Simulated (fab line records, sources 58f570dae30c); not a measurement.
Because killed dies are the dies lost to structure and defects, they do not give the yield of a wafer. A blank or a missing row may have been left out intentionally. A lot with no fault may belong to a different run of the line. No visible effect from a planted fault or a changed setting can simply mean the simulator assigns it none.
Comparing a struck lot with a sound one + flow berkeley cmos170 + 16 out of 331 route steps
Sound: these wafers, L119.1, L119.2, L119.4. Struck: wafers L130.4, L130.6 (left out: L130.2, a lot-mate that was not struck); the cause follows at the end.
Per side, at each step with rows, come the tool, then ch with its chambers, and then its first start. Under that, the readings that differ: sound wafers + struck wafers + difference of the means + sigmas: that difference in standard deviations of wafers without a fault.
alike: words and numbers the same on both sides, and readings whose means are apart by under 2 such deviations; not compared: readings that were withheld, readings missing a value for some wafer, numbers with overlapping values and no deviation given by the record, and bounds like >300 which may hide the same value.
The two part at a step that has a row with sigmas, a row that says differs or no value, or rows on one side only. Numbers that have no deviation but don't overlap get no sigmas and don't part them. A reading missing from all wafers of one side parts the sides only when that side holds two or more wafers.

first, 1 step without rows for these wafers: UCB170_NWELL_OXIDATION_01 (target thk 26.4 nm, ox time 1260 s).
UCB170_NWELL_THK_MEAS_02:
  sound on film metro-01, day 3 23:14; struck on film metro-04, day 6 08:17
  alike: NWELL_OXIDE_THK
then, 2 steps without rows for these wafers: UCB170_NWELL_ANNEAL_03 (time 900 s); UCB170_NWELL_CVD_04 (deposits Si3N4 from SiH2Cl2/NH3, target thk 224 nm, time 3360 s).
UCB170_NWELL_THK_MEAS_05:
  sound on film metro-04, day 4 05:38; struck on film metro-04, day 6 11:55
| reading                | sound             | struck      | difference | sigmas |
|------------------------|-------------------|-------------|------------|--------|
| NWELL_NITRIDE_THK (nm) | 218.7 218.9 219.3 | 224.0 224.9 | +5.5       | +3     |
then, 6 steps without rows for these wafers: UCB170_NWELL_HMDS_06 (prime time 60 s); UCB170_NWELL_COAT_07 (resist thk 900 nm); UCB170_NWELL_SOFTBAKE_08 (time 60 s); UCB170_NWELL_EXPOSE_09 (exposes mask NWELL, target cd 3000 nm); UCB170_NWELL_PEB_10; UCB170_NWELL_DEVELOP_11 (develop time 45 s).
UCB170_NWELL_OVL_MEAS_12:
  sound on overlay-02, day 4 07:46; struck on overlay-02, day 6 13:35
  alike: NWELL_OVL
UCB170_NWELL_ETCH_13: etches Si3N4 in CH3F/Ar/O2, stops on SiO2, target depth 246.4 nm, time 154 s.
  sound on rie diel-03 ch 1,2,3, day 4 07:48; struck on rie diel-02 ch 2, day 6 13:37
| reading                                | sound             | struck      | difference | sigmas |
|----------------------------------------|-------------------|-------------|------------|--------|
| oes product au (a.u.)                  | 0.930 0.933 0.939 | 0.683 0.690 | -0.248     | -18    |
| model.etch.depth nm (nm)               | 218.8 218.8 219.2 | 125.9 126.1 | -92.9      |        |
| model.KrF_of_NWELL_COAT_07.thk nm (nm) | 719.2 728.8 724   | 800.4 800.9 | +76.6      |        |
  alike: drypump motor current A, throttle valve pct
  not compared: rf hours counter h
next, for these wafers, 1 step has no rows: UCB170_NWELL_IMPLANT_14.
UCB170_NWELL_STRIP_15: strips in O2.
  sound on plasma asher-03 ch 0,1, day 4 08:03; struck on plasma asher-01 ch 0, day 6 13:52
| reading                      | sound             | struck      | difference | sigmas |
|------------------------------|-------------------|-------------|------------|--------|
| strip time to endpoint s (s) | 17.97 18.19 18.07 | 19.90 19.91 | +1.83      | +20    |
  alike: drypump motor current A, oes product au
  not compared: rf hours counter h
UCB170_NWELL_TW_MEAS_16:
  sound on film metro-04, day 4 08:10; struck on film metro-01, day 6 13:59
  alike: NWELL_TW

WHERE THEY PART
Earliest at UCB170_NWELL_THK_MEAS_05; latest, in this record, at UCB170_NWELL_STRIP_15. Later steps at which nothing parts them and some readings are alike: UCB170_NWELL_TW_MEAS_16.

WHY: the cause the simulator had injected
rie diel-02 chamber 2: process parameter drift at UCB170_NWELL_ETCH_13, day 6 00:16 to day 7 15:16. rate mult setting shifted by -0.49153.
